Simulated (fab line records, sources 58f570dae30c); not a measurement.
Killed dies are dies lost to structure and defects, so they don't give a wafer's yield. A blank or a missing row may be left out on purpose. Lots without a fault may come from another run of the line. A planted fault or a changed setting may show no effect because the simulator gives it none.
Split-lot experiment | flow berkeley_cmos170 | 5 lots, 23 wafers read, on a route of 331 steps

THE SPLIT
At UCB170_M3_METAL_ETCH_18 (etches Al in Cl2/BCl3, stops on SiO2, target depth 1170 nm, time 195 s), the setting over_etch_frac was moved away from the recipe's 0.3 on 7 of the 23 wafers read, by -20.6% to +24.4%. The other wafers ran this setting at the recipe's value.

The reading is taken at the split's own step.

THE READING
oes_product_au, in a.u., at UCB170_M3_METAL_ETCH_18 (etches Al in Cl2/BCl3, stops on SiO2, target depth 1170 nm, time 195 s). Fault-free wafers of this fab line usually give 0.849 a.u., standard deviation 0.0065 a.u..

wafer  | tool, chamber at the split | over_etch_frac as run | against the recipe | oes_product_au, a.u. | against lot-mates on the recipe
L075.1 | rie_metal-02, 1            | 0.3733                | +24.4%             | 0.824                | -0.023
L075.2 | rie_metal-02, 0            | 0.3                   | recipe             | 0.843                | -
L075.3 | rie_metal-02, 0            | 0.3733                | +24.4%             | 0.822                | -0.025
L075.4 | rie_metal-02, 1            | 0.3                   | recipe             | 0.842                | -
L075.5 | rie_metal-02, 0            | 0.3                   | recipe             | 0.855                | -
L079.1 | rie_metal-04, 1            | 0.3                   | recipe             | 0.851                | -
L079.2 | rie_metal-04, 0            | 0.2381                | -20.6%             | 0.872                | +0.018
L079.3 | rie_metal-04, 0            | 0.3                   | recipe             | 0.851                | -
L079.4 | rie_metal-04, 1            | 0.3                   | recipe             | 0.860                | -
L079.5 | rie_metal-04, 1            | 0.2381                | -20.6%             | 0.882                | +0.028
L080.2 | rie_metal-02, 1            | 0.3                   | recipe             | 0.847                | -
L080.3 | rie_metal-02, 0            | 0.3                   | recipe             | 0.855                | -
L080.4 | rie_metal-02, 1            | 0.3                   | recipe             | 0.849                | -
L080.5 | rie_metal-02, 0            | 0.3                   | recipe             | 0.846                | -
L080.6 | rie_metal-02, 1            | 0.3                   | recipe             | 0.851                | -
L082.2 | rie_metal-02, 1            | 0.3                   | recipe             | 0.852                | -
L082.4 | rie_metal-02, 1            | 0.3                   | recipe             | 0.852                | -
L082.6 | rie_metal-02, 1            | 0.3                   | recipe             | 0.856                | -
L085.2 | rie_metal-04, 0            | 0.2637                | -12.1%             | 0.863                | +0.006
L085.3 | rie_metal-04, 1            | 0.3                   | recipe             | 0.852                | -
L085.4 | rie_metal-04, 0            | 0.3                   | recipe             | 0.861                | -
L085.5 | rie_metal-04, 0            | 0.2637                | -12.1%             | 0.863                | +0.006
L085.6 | rie_metal-04, 1            | 0.2637                | -12.1%             | 0.865                | +0.008

THE FIT
A straight line over all 23 wafers: oes_product_au changes by -0.00116 a.u. for each +1% of over_etch_frac; r = -0.93; the points scatter about the line by 0.0049 a.u..
The same after taking each lot's own level away (the mean of its wafers on the recipe; 23 wafers): -0.000956 a.u. for each +1%; r = -0.92; scatter 0.0043 a.u..
On that fit, the largest move of over_etch_frac shifts the reading by 0.023 a.u..
The lots' own levels span 0.8467 to 0.8565 a.u., that is 1.5 times the standard deviation above.
So the lot-to-lot level changes the slope: the two fits differ.
Check: with one of the wafers moved furthest among these (+24.4%) left out of the fit, the line predicts -0.0241 a.u. for it against its lot-mates. It came out at -0.0227 a.u. against them.
Tool readings at the split's step, against how far the setting was moved: oes_product_au r = -0.93.

OTHER SPLITS ON THESE WAFERS
These wafers also went through other splits before the reading. Each is held against what the fit with the lots' levels taken away leaves over:
other split on the same wafers  | wafers away from the commonest value | r with oes_product_au (lot level and that fit taken away)
UCB170_M2_STRIP_07 o2_flow_sccm | 8                                    | -0.31
UCB170_V2_EXPOSE_09 dose_mj     | 7                                    | +0.34
UCB170_V2_DEVELOP_11 dev_temp_c | 8                                    | -0.06

THE FILE'S OWN FIT
oes_product_au changes by -0.00097 a.u. for each +1% of over_etch_frac, r = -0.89.
